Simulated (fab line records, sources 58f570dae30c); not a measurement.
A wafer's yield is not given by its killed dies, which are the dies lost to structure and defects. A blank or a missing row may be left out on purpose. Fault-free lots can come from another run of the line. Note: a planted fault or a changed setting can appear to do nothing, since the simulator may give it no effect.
fab line records -- flow berkeley-cmos170
record lots=14, wafers=42, last-day=13
route steps=331 shown PLDD@154
lots that met no fault: from a run of the same line without faults
start-h: hours from the record's first day to the start of the lot's first wafer shown -- wait-h: hours since the lot's step before -- " the same as in the row above -- L1.1+2: a single row standing in for several wafers -- - value missing, or start not given -- * or withheld: withheld -- < > ~ a bound
route shown NAME@n: a module of which the file shows steps, and the number in the route of the first -- usual: mean and standard deviation over wafers with no fault -- same: alike in all rows -- chamber/n: place in a boat -- sites: per-site readings -- _std_site: standard deviation across them -- _edge_site: outer sites' mean less inner sites' -- radius-mm: for every site, how far away it sits from the centre of the wafer -- mask NAME#n: copy n -- behind: the tool/chamber that last shaped the wafer -- hold: cause of the lot's hold/its duration in hours/its outcome -- device: the n, p or np transistor that did not switch -- end of line: the tests these same wafers got at the end of their route -- where a step has no rows: the recipe by itself -- killed: dies that structure and defects cost at the first sort, which is not the same as the wafer's yield -- map: dies across one wafer; x = killed, . = not, _ = none there
set.NAME: the run value of the setting; set.NAME@STEP: its run value at that earlier step -- model.NAME: the simulator's own value behind a step, which no gauge read
route steps across a sampled set of lots; one table per step, one row per wafer
services: from which hour (start-h, from the record's first day; less than 0 if before it) a tool's chamber was out of use, for how many hours, and why
## steps
# step UCB170_PLDD_IMPLANT_09
# recipe species=BF2, dose-cm2=5e+13, energy-kev=10, tilt-deg=7, rotation-deg=180
# usual beam-on-s=9.98/0.19, dose-ions-cm2=4.999e+13/5.3e+10, faraday-current-uA=159/3.1, tilt-deg=7.000/0.02
lot.wafer,tool,chamber,start-h,wait-h,beam-on-s,dose-ions-cm2,faraday-current-uA,tilt-deg
L746.3,implanter-02,0,144.65,0.1,9.73,5.009e+13,164,7.056
L746.5,implanter-02,0,144.65,0.1,9.80,5.011e+13,163,7.014
L746.6,implanter-02,0,144.65,0.1,9.66,5.004e+13,163,7.022
L747.1,implanter-03,0,145.63,0.1,10.14,4.995e+13,156,7.012
L747.5,implanter-03,0,145.63,0.1,9.96,4.996e+13,160,7.005
L747.6,implanter-03,0,145.63,0.1,10.17,5.001e+13,155,7.006
L750.1,implanter-04,0,156.57,0.1,9.76,4.999e+13,162,6.993
L750.2,implanter-04,0,156.57,0.1,9.65,5e+13,164,6.998
L750.4,implanter-04,0,156.57,0.1,10.07,4.999e+13,158,7.024
L748.1,implanter-02,0,156.84,0.1,10.11,4.996e+13,157,6.977
L748.3,implanter-02,0,156.84,0.1,9.85,4.993e+13,161,6.999
L748.6,implanter-02,0,156.84,0.1,9.86,4.991e+13,161,7.003
L749.2,implanter-04,0,156.94,0.1,10.01,4.989e+13,159,7.006
L749.5,implanter-04,0,156.94,0.1,9.76,4.989e+13,163,7.018
L749.6,implanter-04,0,156.94,0.1,9.86,4.999e+13,161,7.009
L751.3,implanter-02,0,178.27,0.1,10.26,4.994e+13,154,7.002
L751.4,implanter-02,0,178.27,0.1,10.16,4.997e+13,156,6.984
L751.5,implanter-02,0,178.27,0.1,9.94,4.998e+13,159,7.027
L757.2,implanter-02,0,213.35,0.1,10.13,3.349e+13,105,6.997
L757.3,implanter-02,0,213.35,0.1,10.04,3.347e+13,106,7.007
L757.4,implanter-02,0,213.35,0.1,10.28,3.344e+13,103,6.995
L760.3,implanter-04,0,222.24,0.1,9.92,4.996e+13,159,7.025
L760.5,implanter-04,0,222.24,0.1,10.01,4.996e+13,158,6.999
L760.6,implanter-04,0,222.24,0.1,9.94,4.994e+13,159,7.025
L758.2,implanter-02,0,222.46,0.1,9.63,3.352e+13,110,6.967
L758.4,implanter-02,0,222.46,0.1,9.99,3.348e+13,106,6.996
L758.5,implanter-02,0,222.46,0.1,10.21,3.347e+13,104,7.003
L762.2,implanter-04,0,240.00,0.1,9.67,4.997e+13,164,7.002
L762.3,implanter-04,0,240.00,0.1,10.20,4.999e+13,155,7.001
L762.6,implanter-04,0,240.00,0.1,10.12,4.997e+13,156,7.019
L766.1,implanter-04,0,251.57,0.1,10.51,4.993e+13,151,7.034
L766.3,implanter-04,0,251.57,0.1,9.82,5.007e+13,162,7.036
L766.6,implanter-04,0,251.57,0.1,10.27,5.002e+13,155,7.037
L764.1,implanter-04,0,251.87,0.1,10.05,5e+13,159,7.013
L764.2,implanter-04,0,251.87,0.1,10.43,4.997e+13,152,7.024
L764.3,implanter-04,0,251.87,0.1,9.90,4.998e+13,160,6.994
L769.1,implanter-04,0,266.54,0.1,10.11,5e+13,155,6.996
L769.3,implanter-04,0,266.54,0.1,9.95,5.008e+13,158,7.001
L769.6,implanter-04,0,266.54,0.1,10.00,5.01e+13,158,7.024
L768.1,implanter-03,0,266.76,0.1,9.91,5.007e+13,160,6.996
L768.3,implanter-03,0,266.76,0.1,10.24,5.001e+13,155,7.036
L768.4,implanter-03,0,266.76,0.1,9.83,5.005e+13,161,6.990
# step UCB170_PLDD_TW_MEAS_11
# usual PLDD_TW=1007/9.9
lot.wafer,tool,chamber,start-h,wait-h,PLDD_TW
L746.3,film-metro-02,-,144.87,0.1,1023
L746.5,film-metro-02,-,144.87,0.1,1021
L746.6,film-metro-02,-,144.87,0.1,1017
L747.1,film-metro-02,-,145.88,0.1,1024
L747.5,film-metro-02,-,145.88,0.1,1024
L747.6,film-metro-02,-,145.88,0.1,1018
L750.1,film-metro-02,-,156.82,0.1,1027
L750.2,film-metro-02,-,156.82,0.1,1016
L750.4,film-metro-02,-,156.82,0.1,1020
L748.1,film-metro-02,-,157.09,0.1,1024
L748.3,film-metro-02,-,157.09,0.1,1023
L748.6,film-metro-02,-,157.09,0.1,1021
L749.2,film-metro-03,-,157.17,0.1,997
L749.5,film-metro-03,-,157.17,0.1,1004
L749.6,film-metro-03,-,157.17,0.1,989
L751.3,film-metro-03,-,178.49,0.1,1003
L751.4,film-metro-03,-,178.49,0.1,996
L751.5,film-metro-03,-,178.49,0.1,1001
L757.2,film-metro-01,-,213.59,0.1,944
L757.3,film-metro-01,-,213.59,0.1,950
L757.4,film-metro-01,-,213.59,0.1,943
L760.3,film-metro-02,-,222.46,0.1,1014
L760.5,film-metro-02,-,222.46,0.1,1015
L760.6,film-metro-02,-,222.46,0.1,1016
L758.2,film-metro-01,-,222.70,0.1,944
L758.4,film-metro-01,-,222.70,0.1,940
L758.5,film-metro-01,-,222.70,0.1,945
L762.2,film-metro-03,-,240.24,0.1,1004
L762.3,film-metro-03,-,240.24,0.1,1002
L762.6,film-metro-03,-,240.24,0.1,1007
L766.1,film-metro-02,-,251.82,0.1,1013
L766.3,film-metro-02,-,251.82,0.1,1012
L766.6,film-metro-02,-,251.82,0.1,1008
L764.1,film-metro-02,-,252.12,0.1,1011
L764.2,film-metro-02,-,252.12,0.1,1011
L764.3,film-metro-02,-,252.12,0.1,1015
L769.1,film-metro-02,-,266.79,0.1,1014
L769.3,film-metro-02,-,266.79,0.1,1014
L769.6,film-metro-02,-,266.79,0.1,1011
L768.1,film-metro-03,-,267.01,0.1,997
L768.3,film-metro-03,-,267.01,0.1,999
L768.4,film-metro-03,-,267.01,0.1,999
# step UCB170_SDANNEAL_RS_MEAS_04
# recipe thk-meas-gauge=four-point-probe
# usual PLDD_RS=1032.0/2.8
lot.wafer,tool,chamber,start-h,wait-h,PLDD_RS[ohm/sq]
L746.3,film-metro-02,-,162.11,0.1,1033.9
L746.5,film-metro-02,-,162.11,0.1,1032.5
L746.6,film-metro-02,-,162.11,0.1,1033.1
L747.1,film-metro-01,-,162.14,0.1,1035.0
L747.5,film-metro-01,-,162.14,0.1,1033.7
L747.6,film-metro-01,-,162.14,0.1,1033.9
L750.1,film-metro-03,-,169.67,0.1,1035.4
L750.2,film-metro-03,-,169.67,0.1,1036.3
L750.4,film-metro-03,-,169.67,0.1,1034.0
L749.2,film-metro-02,-,169.86,0.1,1036.0
L749.5,film-metro-02,-,169.86,0.1,1032.9
L749.6,film-metro-02,-,169.86,0.1,1037.0
L748.1,film-metro-01,-,170.07,0.1,1027.2
L748.3,film-metro-01,-,170.07,0.1,1026.7
L748.6,film-metro-01,-,170.07,0.1,1030.4
L751.3,film-metro-03,-,194.40,0.1,1036.2
L751.4,film-metro-03,-,194.40,0.1,1033.0
L751.5,film-metro-03,-,194.40,0.1,1034.5
L757.2,film-metro-01,-,227.17,0.1,1190.2
L757.3,film-metro-01,-,227.17,0.1,1190.4
L757.4,film-metro-01,-,227.17,0.1,1190.9
L760.3,film-metro-02,-,235.48,0.1,1030.5
L760.5,film-metro-02,-,235.48,0.1,1029.3
L760.6,film-metro-02,-,235.48,0.1,1032.8
L758.2,film-metro-03,-,235.65,0.1,1192.8
L758.4,film-metro-03,-,235.65,0.1,1189.9
L758.5,film-metro-03,-,235.65,0.1,1185.0
L762.2,film-metro-01,-,255.49,0.1,1030.0
L762.3,film-metro-01,-,255.49,0.1,1029.0
L762.6,film-metro-01,-,255.49,0.1,1027.7
L766.1,film-metro-03,-,264.17,0.1,1031.9
L766.3,film-metro-03,-,264.17,0.1,1032.7
L766.6,film-metro-03,-,264.17,0.1,1035.1
L764.1,film-metro-03,-,264.98,0.1,1038.4
L764.2,film-metro-03,-,264.98,0.1,1034.6
L764.3,film-metro-03,-,264.98,0.1,1035.5
L769.1,film-metro-02,-,279.96,0.1,1028.0
L769.3,film-metro-02,-,279.96,0.1,1026.9
L769.6,film-metro-02,-,279.96,0.1,1030.1
L768.1,film-metro-02,-,294.57,0.1,1031.7
L768.3,film-metro-02,-,294.57,0.1,1034.2
L768.4,film-metro-02,-,294.57,0.1,1035.3
## services
tool,chamber,start-h,hours,kind
implanter-03,-,156.39,106.7,pm
## key
first-sign step=UCB170_PLDD_IMPLANT_09, reading=dose-ions-cm2, direction=down, sigmas=99+, usual=4.999e+13, struck=3.348e+13
effect step=UCB170_PLDD_IMPLANT_09, reading=faraday-current-uA, direction=down, sigmas=17, usual=159, struck=106
effect step=UCB170_PLDD_TW_MEAS_11, reading=PLDD_TW, direction=down, sigmas=6.4, usual=1007, struck=944
effect step=UCB170_SDANNEAL_RS_MEAS_04, reading=PLDD_RS, direction=up, sigmas=55, usual=1032.0, struck=1189.9
met-at UCB170_PLDD_IMPLANT_09
struck-lots L757,L758
tester-left-out L757,L758
onset-between 178.27 213.35
fault kind=process-parameter-drift, tool=implanter-02, chamber=-, onset-h=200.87, steps=UCB170_PLDD_IMPLANT_09, channel=dose-cm2, offset=-1.65e+13, shape=step, end-h=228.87, acts-in=these-recipes-only, stated=5e+13
# tester-left-out: of these lots the tester's yield and bins aren't shown, on N5 and GAA mostly nor the transistor test; their killed dies are dies lost to structure and defects alone, not to doping, threshold or leakage, so they don't give the yield
